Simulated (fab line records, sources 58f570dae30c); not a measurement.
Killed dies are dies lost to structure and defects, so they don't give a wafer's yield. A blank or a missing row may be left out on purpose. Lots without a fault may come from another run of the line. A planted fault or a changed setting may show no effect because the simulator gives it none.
fab line records | flow berkeley_cmos170
record lots=5 wafers=15 last_day=13
route steps=331 shown NLDD@160 SPACER@171 PSD@175 NSD@187
lots that met no fault: from a run of the same line without faults
start_h: hours from the record's first day to the start of the lot's first wafer shown | wait_h: hours since the lot's step before | " the same as in the row above | L1.1+2: a row that stands for several wafers | - no value, or no start given | * or withheld: withheld | < > ~ a bound
route shown NAME@n: a module of which the file shows steps, and the number in the route of the first | usual: mean/standard deviation of fault-free wafers | same: alike in all rows | chamber/n: place in a boat | sites: the reading at each site | _std_site: their standard deviation | _edge_site: outer sites' mean less inner sites' | radius_mm: how far each site lies from the wafer's centre | mask NAME#n: copy n | behind: the tool/chamber that last shaped the wafer | hold: why the lot was held/for how many hours/how that ended | device: the transistor (n, p or np) that didn't switch | end of line: the same wafers' tests at the end of the route | a step without rows: its recipe alone | killed: dies lost to structure and defects at the first sort, not the wafer's yield | map: a wafer's dies, x killed, . not, _ none there
set.NAME: the setting as run; set.NAME@STEP: as run at that earlier step | model.NAME: the simulator's own value behind a step, which no gauge read
lots at some steps of the route; a table a step, a row a wafer
services: from which hour (start_h, from the record's first day; less than 0 if before it) a tool's chamber was out of use, for how many hours, and why
## steps
# step UCB170_NLDD_SOFTBAKE_02
# recipe resist=KrF temp_c=130 time_s=60
# usual resist_line_temp_C=23.00/0.11
# columns lot.wafer tool chamber start_h wait_h resist_line_temp_C
L075.1 litho_track-02 0 158.99 0.1 23.18
L075.5 " 0 " " 22.91
L075.6 " 0 " " 23.05
L078.1 litho_track-03 0 185.21 0.1 23.22
L078.2 " 0 " " 23.21
L078.4 " 0 " " 23.08
L094.1 litho_track-04 0 238.31 0.1 23.00
L094.2 " 0 " " 23.15
L094.5 " 0 " " 22.97
L092.1 litho_track-04 0 239.31 0.1 23.21
L092.2 " 0 " " 23.29
L092.5 " 0 " " 22.95
L095.2 litho_track-02 0 265.65 0.1 23.00
L095.3 " 0 " " 23.09
L095.6 " 0 " " 23.08
# step UCB170_NLDD_EXPOSE_03
# recipe mask_id=NSELECT na=0.5 sigma_outer=0.6 source_shape=conventional target_cd_nm=1200 dose_mj=30
# columns lot.wafer tool chamber start_h wait_h mask
L075.1+5+6 krf_scanner-02 0 159.14 0.1 NSELECT#0
L078.1+2+4 krf_scanner-01 0 185.49 0.2 NSELECT#0
L094.1+2+5 krf_scanner-02 0 238.68 0.3 NSELECT#0
L092.1+2+5 krf_scanner-02 0 239.46 0.1 NSELECT#0
L095.2+3+6 krf_scanner-02 0 265.79 0.1 NSELECT#0
# step UCB170_NLDD_PEB_04
# recipe peb_temp_c=130 peb_time_s=withheld resist=KrF
# usual resist_line_temp_C=23.02/0.12
# columns lot.wafer tool chamber start_h wait_h resist_line_temp_C
L075.1 litho_track-03 0 159.56 0.4 23.16
L075.5 " 0 " " 23.23
L075.6 " 0 " " 23.17
L078.1 litho_track-03 0 185.64 0.1 22.94
L078.2 " 0 " " 22.89
L078.4 " 0 " " 22.86
L094.1 litho_track-04 0 239.46 0.8 23.19
L094.2 " 0 " " 23.06
L094.5 " 0 " " 23.08
L092.1 litho_track-02 0 239.72 0.2 23.00
L092.2 " 0 " " 22.98
L092.5 " 0 " " 22.91
L095.2 litho_track-03 0 266.45 0.6 23.13
L095.3 " 0 " " 23.06
L095.6 " 0 " " 22.85
# step UCB170_NLDD_DEVELOP_05
# recipe developer=TMAH develop_time_s=45 resist=KrF dev_temp_c=21
# usual developer_temp_C=21.00/0.099 resist_line_temp_C=22.99/0.12
# columns lot.wafer tool chamber start_h wait_h developer_temp_C resist_line_temp_C
L075.1 litho_track-03 0 - - 21.04 23.13
L075.5 " 0 " " 21.08 22.89
L075.6 " 0 " " 20.94 23.00
L078.1 litho_track-03 0 - - 20.90 22.99
L078.2 " 0 " " 20.92 23.08
L078.4 " 0 " " 20.96 23.05
L094.1 litho_track-04 0 - - 20.82 23.15
L094.2 " 0 " " 20.98 23.15
L094.5 " 0 " " 20.88 22.87
L092.1 litho_track-02 0 - - 20.93 22.88
L092.2 " 0 " " 21.02 22.76
L092.5 " 0 " " 21.03 22.76
L095.2 litho_track-03 0 - - 21.11 22.92
L095.3 " 0 " " 21.01 23.02
L095.6 " 0 " " 20.96 23.01
# step UCB170_NLDD_CD_MEAS_06
# recipe target_cd_nm=1200
# usual cd_nm=1200.1/1.5
# columns lot.wafer tool chamber start_h wait_h cd_nm
L075.1 cd_sem-02 - 159.84 - 1201.0
L075.5 " - " " 1200.5
L075.6 " - " " 1201.4
L078.1 cd_sem-02 - 185.91 - 1200.0
L078.2 " - " " 1199.4
L078.4 " - " " 1200.1
L094.1 cd_sem-02 - 239.73 - 1198.5
L094.2 " - " " 1197.3
L094.5 " - " " 1196.9
L092.1 cd_sem-01 - 240.05 - 1201.5
L092.2 " - " " 1201.5
L092.5 " - " " 1203.8
L095.2 cd_sem-02 - 266.72 - 1202.4
L095.3 " - " " 1200.3
L095.6 " - " " 1201.4
# step UCB170_NLDD_OVL_MEAS_07
# usual NLDD_OVL=-2/5
# columns lot.wafer tool chamber start_h wait_h NLDD_OVL[nm]
L075.1 overlay-02 - 159.96 0.1 0
L075.5 " - " " -1
L075.6 " - " " -4
L078.1 overlay-02 - 186.03 0.1 7
L078.2 " - " " 1
L078.4 " - " " 4
L094.1 overlay-01 - 239.85 0.1 -1
L094.2 " - " " -6
L094.5 " - " " -8
L092.1 overlay-01 - 240.17 0.1 -5
L092.2 " - " " -5
L092.5 " - " " -12
L095.2 overlay-01 - 266.82 0.1 2
L095.3 " - " " 2
L095.6 " - " " -1
# step UCB170_NLDD_IMPLANT_08
# recipe species=As dose_cm2=5e+13 energy_kev=30 tilt_deg=7 rotation_deg=0
# columns lot.wafer tool chamber start_h wait_h
L075.1+5+6 implanter-01 0 160.00 0.0
L078.1+2+4 implanter-01 0 186.07 0.0
L094.1+2+5 implanter-03 0 239.89 0.0
L092.1+2+5 implanter-01 0 240.20 0.0
L095.2+3+6 implanter-03 0 266.88 0.0
# step UCB170_NLDD_IMPLANT_09
# recipe species=As dose_cm2=5e+13 energy_kev=30 tilt_deg=7 rotation_deg=180
# columns lot.wafer tool chamber start_h wait_h
L075.1+5+6 implanter-01 0 160.15 0.1
L078.1+2+4 implanter-01 0 186.22 0.1
L094.1+2+5 implanter-03 0 240.04 0.1
L092.1+2+5 implanter-01 0 240.35 0.1
L095.2+3+6 implanter-03 0 267.03 0.1
# step UCB170_NLDD_STRIP_10
# recipe chemistry=O2 power_w=400 pressure_mtorr=3500 platen_temp_c=withheld o2_flow_sccm=400 overash_fraction=0.5
# usual drypump_motor_current_A=5.8/0.31 oes_product_au=0.735/0.0042 strip_time_to_endpoint_s=21.64/0.055
# columns lot.wafer tool chamber start_h wait_h drypump_motor_current_A oes_product_au rf_hours_counter_h strip_time_to_endpoint_s
L075.1 plasma_asher-04 1 160.30 0.1 5.5 0.729 34 21.64
L075.5 " 0 " " 5.3 0.739 - 21.61
L075.6 " 1 " " 5.5 0.737 - 21.60
L078.1 plasma_asher-02 1 186.37 0.1 6.1 0.729 9 21.61
L078.2 " 0 " " 5.9 0.735 9 21.64
L078.4 " 0 " " 5.9 0.729 - 21.62
L094.1 plasma_asher-04 0 240.19 0.1 5.3 0.734 40 21.68
L094.2 " 1 " " 5.5 0.736 40 21.69
L094.5 " 1 " " 5.5 0.741 - 21.72
L092.1 plasma_asher-02 1 240.50 0.1 6.1 0.736 17 21.74
L092.2 " 0 " " 5.8 0.732 17 21.69
L092.5 " 0 " " 5.9 0.734 - 21.64
L095.2 plasma_asher-04 1 267.15 0.1 5.5 0.730 45 21.55
L095.3 " 0 " " 5.3 0.736 - 21.55
L095.6 " 1 " " 5.5 0.727 - 21.50
# step UCB170_NLDD_TW_MEAS_11
# usual NLDD_TW=2217/26
# columns lot.wafer tool chamber start_h wait_h NLDD_TW
L075.1 film_metro-01 - 160.40 0.1 2199
L075.5 " - " " 2184
L075.6 " - " " 2193
L078.1 film_metro-01 - 186.47 0.1 2201
L078.2 " - " " 2196
L078.4 " - " " 2202
L094.1 film_metro-01 - 240.29 0.1 2185
L094.2 " - " " 2182
L094.5 " - " " 2178
L092.1 film_metro-01 - 240.60 0.1 2175
L092.2 " - " " 2176
L092.5 " - " " 2179
L095.2 film_metro-02 - 267.26 0.1 2257
L095.3 " - " " 2252
L095.6 " - " " 2239
# step UCB170_NLDD_CLEAN_12
# recipe chemistry=SPM temp_c=120 time_s=600
# usual bath_heat_duty_pct=13.0/1.6
# columns lot.wafer tool chamber start_h wait_h bath_heat_duty_pct
L075.1 wet_bench-02 2 160.56 0.2 11.3
L075.5 " 2 " " 13.1
L075.6 " 2 " " 11.4
L078.1 wet_bench-01 0 186.53 0.1 13.0
L078.2 " 0 " " 13.7
L078.4 " 0 " " 13.1
L092.1 wet_bench-03 2 240.73 0.1 14.4
L092.2 " 2 " " 14.2
L092.5 " 2 " " 14.2
L094.1 wet_bench-03 2 240.73 0.4 13.5
L094.2 " 2 " " 13.7
L094.5 " 2 " " 14.6
L095.2 wet_bench-02 1 267.35 0.1 14.4
L095.3 " 1 " " 14.8
L095.6 " 1 " " 14.7
# step UCB170_SPACER_CVD_00
# recipe material=SiO2 target_thk_nm=376 temp_c=390 precursor=TEOS/O2 time_s=47 rf_w=550 pressure_mtorr=9000
# usual heater_power_w=250/57
# columns lot.wafer tool chamber start_h wait_h heater_power_w
L075.1 pecvd-03 0 160.74 0.0 143
L075.5 " 2 " " 313
L075.6 " 1 " " 250
L078.1 pecvd-03 2 186.71 0.0 336
L078.2 " 1 " " 254
L078.4 " 1 " " 263
L092.1 pecvd-04 2 240.93 0.0 417
L092.2 " 1 " " 304
L092.5 " 1 " " 293
L094.1 pecvd-01 0 240.93 0.0 267
L094.2 " 2 " " 247
L094.5 " 2 " " 254
L095.2 pecvd-04 1 267.53 0.0 253
L095.3 " 0 " " 258
L095.6 " 1 " " 264
# step UCB170_SPACER_THK_MEAS_01
# recipe reads=SiO2_of_SPACER_CVD_00
# usual SPACER_TEOS_THK=376/4.4
# columns lot.wafer tool chamber start_h wait_h SPACER_TEOS_THK[nm]
L075.1 film_metro-04 - 160.78 0.0 367
L075.5 " - " " 379
L075.6 " - " " 382
L078.1 film_metro-03 - 186.75 0.0 373
L078.2 " - " " 374
L078.4 " - " " 379
L094.1 film_metro-04 - 240.97 0.0 377
L094.2 " - " " 376
L094.5 " - " " 381
L092.1 film_metro-01 - 241.00 0.1 369
L092.2 " - " " 370
L092.5 " - " " 381
L095.2 film_metro-01 - 267.58 0.0 376
L095.3 " - " " 376
L095.6 " - " " 378
# step UCB170_SPACER_ANNEAL_02
# recipe temp_c=900 time_s=1800 ambient=N2
# usual spike_tc_load_C=927/3.5
# columns lot.wafer tool chamber start_h wait_h spike_tc_load_C
L075.1 furnace-02 0 165.15 4.4 933
L075.5 " 0 " " 931
L075.6 " 0 " " 931
L078.1 furnace-04 0 189.24 2.5 924
L078.2 " 0 " " 924
L078.4 " 0 " " 924
L092.1 furnace-04 0 241.59 0.6 924
L092.2 " 0 " " 925
L092.5 " 0 " " 923
L094.1 furnace-04 0 241.59 0.6 925
L094.2 " 0 " " 925
L094.5 " 0 " " 925
L095.2 furnace-04 0 270.53 2.9 924
L095.3 " 0 " " 927
L095.6 " 0 " " 926
# step UCB170_SPACER_ETCHBACK_03
# recipe stop_on=Si target=SiO2 chemistry=CHF3/CF4/Ar CHF3_flow_sccm=50 cf4_flow_sccm=10 Ar_flow_sccm=120 pressure_mtorr=200 rf_w=500 target_depth_a=3760 time_s=100
# usual drypump_motor_current_A=5.8/0.56 oes_product_au=0.900/0.019 throttle_valve_pct=6.49/0.11
# columns lot.wafer tool chamber start_h wait_h drypump_motor_current_A oes_product_au rf_hours_counter_h throttle_valve_pct
L075.1 rie_diel-01 0 166.65 0.0 5.5 0.875 12 6.47
L075.5 " 3 " " 6.4 0.888 - 6.49
L075.6 " 0 " " 5.5 0.899 - 6.48
L078.1 rie_diel-01 0 190.74 0.0 5.5 0.879 13 6.48
L078.2 " 3 " " 6.4 0.876 81 6.49
L078.4 " 2 " " 6.0 0.908 56 6.51
L094.1 rie_diel-01 1 243.09 0.0 5.8 0.913 29 6.67
L094.2 " 0 " " 5.5 0.893 16 6.47
L094.5 " 2 " " 6.0 0.910 - 6.51
L092.1 rie_diel-03 3 243.17 0.1 6.7 0.891 11 6.61
L092.2 " 2 " " 5.0 0.881 119 6.41
L092.5 " 0 " " 5.5 0.919 - 6.48
L095.2 rie_diel-01 1 272.03 0.0 5.8 0.910 31 6.68
L095.3 " 3 " " 6.4 0.884 86 6.48
L095.6 " 3 " " 6.4 0.890 - 6.49
# step UCB170_PSD_HMDS_00
# recipe prime_time_s=60 prime_temp_c=100
# usual prime_temp_c=99.95/0.13 resist_line_temp_C=23.02/0.12
# same prime_time_s=60
# columns lot.wafer tool chamber start_h wait_h prime_temp_c resist_line_temp_C
L075.1 litho_track-02 0 167.12 0.4 100.18 22.92
L075.5 " 0 " " 100.12 23.06
L075.6 " 0 " " 100.19 23.09
L078.1 litho_track-02 0 190.90 0.1 99.92 23.03
L078.2 " 0 " " 100.26 22.99
L078.4 " 0 " " 99.97 23.02
L094.1 litho_track-01 0 243.82 0.7 100.01 23.04
L094.2 " 0 " " 100.19 23.02
L094.5 " 0 " " 99.82 23.05
L092.1 litho_track-02 0 244.23 1.0 99.92 23.24
L092.2 " 0 " " 100.00 23.17
L092.5 " 0 " " 99.90 23.16
L095.2 litho_track-01 0 272.12 0.1 99.83 23.02
L095.3 " 0 " " 100.13 23.04
L095.6 " 0 " " 100.18 23.10
# step UCB170_PSD_COAT_01
# recipe resist=KrF spin_rpm=1500 resist_thk_nm=900
# usual dispense_pressure_kPa=48/4.6 resist_line_temp_C=22.97/0.1
# columns lot.wafer tool chamber start_h wait_h dispense_pressure_kPa resist_line_temp_C
L075.1 litho_track-02 0 167.27 0.1 52 22.99
L075.5 " 0 " " 52 22.97
L075.6 " 0 " " 52 22.95
L078.1 litho_track-02 0 191.05 0.1 52 22.94
L078.2 " 0 " " 52 22.97
L078.4 " 0 " " 52 22.92
L094.1 litho_track-01 0 243.97 0.1 50 23.01
L094.2 " 0 " " 50 23.13
L094.5 " 0 " " 50 23.02
L092.1 litho_track-02 0 244.38 0.1 52 22.95
L092.2 " 0 " " 52 22.98
L092.5 " 0 " " 52 23.02
L095.2 litho_track-01 0 272.27 0.1 50 23.10
L095.3 " 0 " " 50 23.15
L095.6 " 0 " " 50 23.12
# step UCB170_PSD_SOFTBAKE_02
# recipe resist=KrF temp_c=130 time_s=60
# usual resist_line_temp_C=23.02/0.094
# columns lot.wafer tool chamber start_h wait_h resist_line_temp_C
L075.1 litho_track-02 0 167.42 0.1 23.04
L075.5 " 0 " " 23.09
L075.6 " 0 " " 23.10
L078.1 litho_track-02 0 191.20 0.1 23.03
L078.2 " 0 " " 23.16
L078.4 " 0 " " 23.15
L094.1 litho_track-01 0 244.12 0.1 22.98
L094.2 " 0 " " 23.02
L094.5 " 0 " " 22.89
L092.1 litho_track-02 0 244.53 0.1 23.03
L092.2 " 0 " " 22.95
L092.5 " 0 " " 22.98
L095.2 litho_track-01 0 272.42 0.1 23.08
L095.3 " 0 " " 23.09
L095.6 " 0 " " 23.01
# step UCB170_PSD_EXPOSE_03
# recipe mask_id=PSELECT_MOD na=0.5 sigma_outer=0.6 source_shape=conventional target_cd_nm=1200 dose_mj=30
# columns lot.wafer tool chamber start_h wait_h mask
L075.1+5+6 krf_scanner-02 0 167.57 0.1 PSELECT_MOD#0
L078.1+2+4 krf_scanner-01 0 191.63 0.4 PSELECT_MOD#0
L094.1+2+5 krf_scanner-02 0 244.35 0.2 PSELECT_MOD#0
L092.1+2+5 krf_scanner-02 0 244.70 0.1 PSELECT_MOD#0
L095.2+3+6 krf_scanner-02 0 272.80 0.4 PSELECT_MOD#0
# step UCB170_PSD_PEB_04
# recipe peb_temp_c=130 peb_time_s=withheld resist=KrF
# usual resist_line_temp_C=22.98/0.096
# columns lot.wafer tool chamber start_h wait_h resist_line_temp_C
L075.1 litho_track-01 0 167.81 0.2 22.82
L075.5 " 0 " " 23.01
L075.6 " 0 " " 22.89
L078.1 litho_track-01 0 191.75 0.1 22.96
L078.2 " 0 " " 22.91
L078.4 " 0 " " 22.95
L094.1 litho_track-01 0 245.27 0.9 23.04
L094.2 " 0 " " 23.11
L094.5 " 0 " " 23.07
L092.1 litho_track-03 0 245.55 0.8 22.92
L092.2 " 0 " " 22.97
L092.5 " 0 " " 22.94
L095.2 litho_track-03 0 273.02 0.2 23.15
L095.3 " 0 " " 23.08
L095.6 " 0 " " 23.16
# step UCB170_PSD_DEVELOP_05
# recipe developer=TMAH develop_time_s=45 resist=KrF dev_temp_c=21
# usual developer_temp_C=21.02/0.094 resist_line_temp_C=23.00/0.1
# columns lot.wafer tool chamber start_h wait_h developer_temp_C resist_line_temp_C
L075.1 litho_track-01 0 - - 21.11 23.04
L075.5 " 0 " " 21.21 22.96
L075.6 " 0 " " 21.12 22.98
L078.1 litho_track-01 0 - - 20.85 22.99
L078.2 " 0 " " 20.92 23.09
L078.4 " 0 " " 20.94 22.83
L094.1 litho_track-01 0 - - 20.88 22.94
L094.2 " 0 " " 21.06 23.00
L094.5 " 0 " " 21.03 23.05
L092.1 litho_track-03 0 - - 20.97 22.89
L092.2 " 0 " " 20.97 22.88
L092.5 " 0 " " 21.00 23.05
L095.2 litho_track-03 0 - - 21.08 23.23
L095.3 " 0 " " 21.04 23.07
L095.6 " 0 " " 21.11 23.18
# step UCB170_PSD_CD_MEAS_06
# recipe target_cd_nm=1200
# usual cd_nm=1200.1/1.4
# columns lot.wafer tool chamber start_h wait_h cd_nm
L075.1 cd_sem-01 - 168.09 - 1199.9
L075.5 " - " " 1199.4
L075.6 " - " " 1199.6
L078.1 cd_sem-02 - 192.09 - 1197.7
L078.2 " - " " 1198.3
L078.4 " - " " 1198.2
L094.1 cd_sem-01 - 245.55 - 1200.7
L094.2 " - " " 1197.5
L094.5 " - " " 1201.5
L092.1 cd_sem-02 - 245.82 - 1199.2
L092.2 " - " " 1199.5
L092.5 " - " " 1199.1
L095.2 cd_sem-01 - 273.29 - 1200.7
L095.3 " - " " 1200.3
L095.6 " - " " 1200.8
# step UCB170_PSD_OVL_MEAS_07
# usual PSD_OVL=-2/5.2
# columns lot.wafer tool chamber start_h wait_h PSD_OVL[nm]
L075.1 overlay-01 - 168.21 0.1 -2
L075.5 " - " " 3
L075.6 " - " " 0
L078.1 overlay-02 - 192.21 0.1 2
L078.2 " - " " 4
L078.4 " - " " 3
L094.1 overlay-01 - 245.67 0.1 4
L094.2 " - " " 11
L094.5 " - " " -1
L092.1 overlay-01 - 245.94 0.1 -1
L092.2 " - " " 2
L092.5 " - " " -10
L095.2 overlay-02 - 273.40 0.1 8
L095.3 " - " " 0
L095.6 " - " " -5
# step UCB170_PSD_IMPLANT_08
# recipe species=B dose_cm2=2.976e+15 energy_kev=20 tilt_deg=7
# columns lot.wafer tool chamber start_h wait_h
L075.1+5+6 implanter-01 0 168.24 0.0
L078.1+2+4 implanter-01 0 192.25 0.0
L094.1+2+5 implanter-01 0 245.70 0.0
L092.1+2+5 implanter-01 0 246.00 0.1
L095.2+3+6 implanter-01 0 273.46 0.0
# step UCB170_PSD_STRIP_09
# recipe chemistry=O2 power_w=400 pressure_mtorr=3500 platen_temp_c=withheld o2_flow_sccm=400 overash_fraction=0.5
# usual drypump_motor_current_A=5.8/0.34 oes_product_au=0.601/0.0048 strip_time_to_endpoint_s=29.35/0.1
# columns lot.wafer tool chamber start_h wait_h drypump_motor_current_A oes_product_au rf_hours_counter_h strip_time_to_endpoint_s
L075.1 plasma_asher-03 1 168.39 0.1 5.6 0.599 42 29.19
L075.5 " 1 " " 5.6 0.602 - 29.30
L075.6 " 0 " " 6.3 0.608 - 29.26
L078.1 plasma_asher-02 0 192.40 0.1 5.9 0.607 10 29.38
L078.2 " 1 " " 6.1 0.604 10 29.42
L078.4 " 0 " " 5.8 0.609 - 29.42
L094.1 plasma_asher-01 0 245.85 0.1 5.2 0.603 52 29.37
L094.2 " 1 " " 5.7 0.603 52 29.41
L094.5 " 0 " " 5.3 0.606 - 29.32
L092.1 plasma_asher-03 1 246.15 0.1 5.6 0.604 53 29.26
L092.2 " 0 " " 6.3 0.600 53 29.22
L092.5 " 0 " " 6.3 0.608 - 29.29
L095.2 plasma_asher-02 1 273.58 0.1 6.1 0.602 22 29.15
L095.3 " 1 " " 6.1 0.603 - 29.27
L095.6 " 0 " " 5.9 0.599 - 29.17
# step UCB170_PSD_TW_MEAS_10
# usual PSD_TW=2329/27
# columns lot.wafer tool chamber start_h wait_h PSD_TW
L075.1 film_metro-01 - 168.49 0.1 2301
L075.5 " - " " 2304
L075.6 " - " " 2315
L078.1 film_metro-02 - 192.53 0.1 2369
L078.2 " - " " 2340
L078.4 " - " " 2352
L094.1 film_metro-03 - 245.95 0.1 2336
L094.2 " - " " 2351
L094.5 " - " " 2347
L092.1 film_metro-03 - 246.25 0.1 2353
L092.2 " - " " 2350
L092.5 " - " " 2343
L095.2 film_metro-01 - 273.69 0.1 2294
L095.3 " - " " 2288
L095.6 " - " " 2290
# step UCB170_PSD_CLEAN_11
# recipe chemistry=SPM temp_c=120 time_s=600
# usual bath_heat_duty_pct=14.0/1.8
# columns lot.wafer tool chamber start_h wait_h bath_heat_duty_pct
L075.1 wet_bench-01 0 171.38 2.9 10.5
L075.5 " 0 " " 11.9
L075.6 " 0 " " 12.8
L078.1 wet_bench-01 3 192.62 0.1 15.5
L078.2 " 3 " " 15.9
L078.4 " 3 " " 15.2
L094.1 wet_bench-04 1 246.01 0.1 11.5
L094.2 " 1 " " 12.2
L094.5 " 1 " " 12.5
L092.1 wet_bench-04 0 246.31 0.1 13.7
L092.2 " 0 " " 13.1
L092.5 " 0 " " 12.9
L095.2 wet_bench-02 2 273.86 0.2 11.2
L095.3 " 2 " " 11.0
L095.6 " 2 " " 12.4
# step UCB170_NSD_HMDS_00
# recipe prime_time_s=60 prime_temp_c=100
# usual prime_temp_c=100.03/0.13 resist_line_temp_C=22.98/0.12
# same prime_time_s=60
# columns lot.wafer tool chamber start_h wait_h prime_temp_c resist_line_temp_C
L075.1 litho_track-03 0 171.56 0.0 99.82 22.99
L075.5 " 0 " " 99.89 22.99
L075.6 " 0 " " 99.93 23.06
L078.1 litho_track-04 0 192.79 0.0 100.16 23.03
L078.2 " 0 " " 100.21 23.18
L078.4 " 0 " " 100.05 23.12
L094.1 litho_track-04 0 247.12 0.9 99.81 22.97
L094.2 " 0 " " 100.29 23.06
L094.5 " 0 " " 99.89 23.01
L092.1 litho_track-04 0 247.57 1.1 100.08 22.94
L092.2 " 0 " " 100.02 22.87
L092.5 " 0 " " 99.94 22.87
L095.2 litho_track-01 0 274.06 0.0 99.97 22.79
L095.3 " 0 " " 99.93 22.91
L095.6 " 0 " " 100.05 22.80
# step UCB170_NSD_COAT_01
# recipe resist=KrF spin_rpm=1500 resist_thk_nm=900
# usual dispense_pressure_kPa=46/4 resist_line_temp_C=22.99/0.12
# columns lot.wafer tool chamber start_h wait_h dispense_pressure_kPa resist_line_temp_C
L075.1 litho_track-03 0 171.71 0.1 42 22.59
L075.5 " 0 " " 41 22.75
L075.6 " 0 " " 42 22.95
L078.1 litho_track-04 0 192.94 0.1 49 22.87
L078.2 " 0 " " 49 22.94
L078.4 " 0 " " 49 22.96
L094.1 litho_track-04 0 247.27 0.1 49 22.78
L094.2 " 0 " " 49 22.81
L094.5 " 0 " " 49 23.03
L092.1 litho_track-04 0 247.72 0.1 49 23.10
L092.2 " 0 " " 49 22.89
L092.5 " 0 " " 49 22.97
L095.2 litho_track-01 0 274.21 0.1 50 22.88
L095.3 " 0 " " 50 22.91
L095.6 " 0 " " 49 22.97
# step UCB170_NSD_SOFTBAKE_02
# recipe resist=KrF temp_c=130 time_s=60
# usual resist_line_temp_C=22.99/0.11
# columns lot.wafer tool chamber start_h wait_h resist_line_temp_C
L075.1 litho_track-03 0 171.86 0.1 23.20
L075.5 " 0 " " 23.10
L075.6 " 0 " " 23.15
L078.1 litho_track-04 0 193.09 0.1 22.95
L078.2 " 0 " " 22.88
L078.4 " 0 " " 22.86
L094.1 litho_track-04 0 247.42 0.1 22.89
L094.2 " 0 " " 23.00
L094.5 " 0 " " 22.99
L092.1 litho_track-04 0 247.87 0.1 23.12
L092.2 " 0 " " 22.99
L092.5 " 0 " " 23.05
L095.2 litho_track-01 0 274.36 0.1 22.98
L095.3 " 0 " " 23.14
L095.6 " 0 " " 23.03
# step UCB170_NSD_EXPOSE_03
# recipe mask_id=NSELECT_MOD na=0.5 sigma_outer=0.6 source_shape=conventional target_cd_nm=1200 dose_mj=30
# columns lot.wafer tool chamber start_h wait_h mask
L075.1+5+6 krf_scanner-01 0 172.13 0.2 NSELECT_MOD#0
L078.1+2+4 krf_scanner-01 0 193.43 0.3 NSELECT_MOD#0
L094.1+2+5 krf_scanner-02 0 247.60 0.2 NSELECT_MOD#0
L092.1+2+5 krf_scanner-02 0 248.05 0.2 NSELECT_MOD#0
L095.2+3+6 krf_scanner-02 0 274.50 0.1 NSELECT_MOD#0
# step UCB170_NSD_PEB_04
# recipe peb_temp_c=130.7 peb_time_s=withheld resist=KrF
# usual resist_line_temp_C=22.98/0.11
# columns lot.wafer tool chamber start_h wait_h resist_line_temp_C
L075.1 litho_track-03 0 172.46 0.3 23.09
L075.5 " 0 " " 23.00
L075.6 " 0 " " 23.01
L078.1 litho_track-01 0 193.79 0.3 23.04
L078.2 " 0 " " 22.96
L078.4 " 0 " " 23.04
L094.1 litho_track-04 0 248.02 0.4 23.02
L094.2 " 0 " " 22.95
L094.5 " 0 " " 22.89
L092.1 litho_track-04 0 248.57 0.5 22.92
L092.2 " 0 " " 22.92
L092.5 " 0 " " 22.95
L095.2 litho_track-04 0 274.69 0.2 23.00
L095.3 " 0 " " 22.79
L095.6 " 0 " " 22.86
# step UCB170_NSD_DEVELOP_05
# recipe developer=TMAH develop_time_s=45 resist=KrF dev_temp_c=21
# usual developer_temp_C=21.02/0.1 resist_line_temp_C=22.99/0.099
# columns lot.wafer tool chamber start_h wait_h developer_temp_C resist_line_temp_C
L075.1 litho_track-03 0 - - 20.94 22.92
L075.5 " 0 " " 20.88 22.95
L075.6 " 0 " " 20.98 22.95
L078.1 litho_track-01 0 - - 21.07 22.93
L078.2 " 0 " " 21.07 23.00
L078.4 " 0 " " 21.06 22.80
L094.1 litho_track-04 0 - - 20.74 22.96
L094.2 " 0 " " 20.84 23.07
L094.5 " 0 " " 20.86 23.06
L092.1 litho_track-04 0 - - 20.88 22.96
L092.2 " 0 " " 20.99 22.94
L092.5 " 0 " " 21.03 22.76
L095.2 litho_track-04 0 - - 21.19 22.90
L095.3 " 0 " " 21.00 22.96
L095.6 " 0 " " 21.12 22.98
# step UCB170_NSD_CD_MEAS_06
# recipe target_cd_nm=1200
# usual cd_nm=1200.3/1.4
# columns lot.wafer tool chamber start_h wait_h cd_nm
L075.1 cd_sem-01 - 172.73 - 1200.9
L075.5 " - " " 1199.3
L075.6 " - " " 1199.3
L078.1 cd_sem-02 - 194.07 - 1201.4
L078.2 " - " " 1200.1
L078.4 " - " " 1201.5
L094.1 cd_sem-01 - 248.40 - 1201.1
L094.2 " - " " 1202.9
L094.5 " - " " 1202.7
L092.1 cd_sem-01 - 248.88 - 1198.4
L092.2 " - " " 1198.6
L092.5 " - " " 1197.5
L095.2 cd_sem-01 - 274.96 - 1197.6
L095.3 " - " " 1199.1
L095.6 " - " " 1201.0
# step UCB170_NSD_OVL_MEAS_07
# usual NSD_OVL=-3/4.4
# columns lot.wafer tool chamber start_h wait_h NSD_OVL[nm]
L075.1 overlay-02 - 172.85 0.1 5
L075.5 " - " " 11
L075.6 " - " " 1
L078.1 overlay-02 - 194.19 0.1 2
L078.2 " - " " 7
L078.4 " - " " 1
L094.1 overlay-02 - 248.52 0.1 2
L094.2 " - " " -2
L094.5 " - " " -2
L092.1 overlay-01 - 249.00 0.1 -10
L092.2 " - " " 0
L092.5 " - " " -5
L095.2 overlay-01 - 275.07 0.1 8
L095.3 " - " " -2
L095.6 " - " " -3
# step UCB170_NSD_IMPLANT_08
# recipe species=P dose_cm2=3e+15 energy_kev=40 tilt_deg=7
# columns lot.wafer tool chamber start_h wait_h
L075.1+5+6 implanter-03 0 172.89 0.0
L078.1+2+4 implanter-02 0 194.22 0.0
L094.1+2+5 implanter-02 0 248.73 0.2
L092.1+2+5 implanter-02 0 249.03 0.0
L095.2+3+6 implanter-02 0 275.12 0.0
## services
# columns tool chamber start_h hours kind
pecvd-03 - 135.50 14.0 pm
krf_scanner-01 - 136.37 1.3 pm
implanter-02 - 141.97 46.3 repair
pecvd-01 - 147.74 1.3 repair
rie_diel-03 2 164.16 3.0 repair
krf_scanner-01 - 164.40 0.8 repair
implanter-01 - 172.98 2.2 repair
furnace-04 - 179.19 4.7 pm
furnace-02 - 179.25 4.2 pm
plasma_asher-04 - 179.30 36.0 repair
krf_scanner-02 - 179.79 0.8 pm
plasma_asher-03 - 185.98 2.8 pm
implanter-03 - 188.28 2.5 pm
krf_scanner-02 - 191.57 1.0 pm
krf_scanner-02 - 194.76 1.1 repair
rie_diel-01 - 200.00 4.0 pm
implanter-02 - 205.01 3.5 repair
implanter-02 - 238.61 7.0 repair
implanter-02 - 239.46 7.9 repair
implanter-03 - 247.41 4.5 pm
plasma_asher-03 - 247.52 28.1 pm
rie_diel-01 - 253.30 0.6 repair
implanter-01 - 261.43 2.4 repair
implanter-02 - 262.18 1.1 repair
## key
fault none
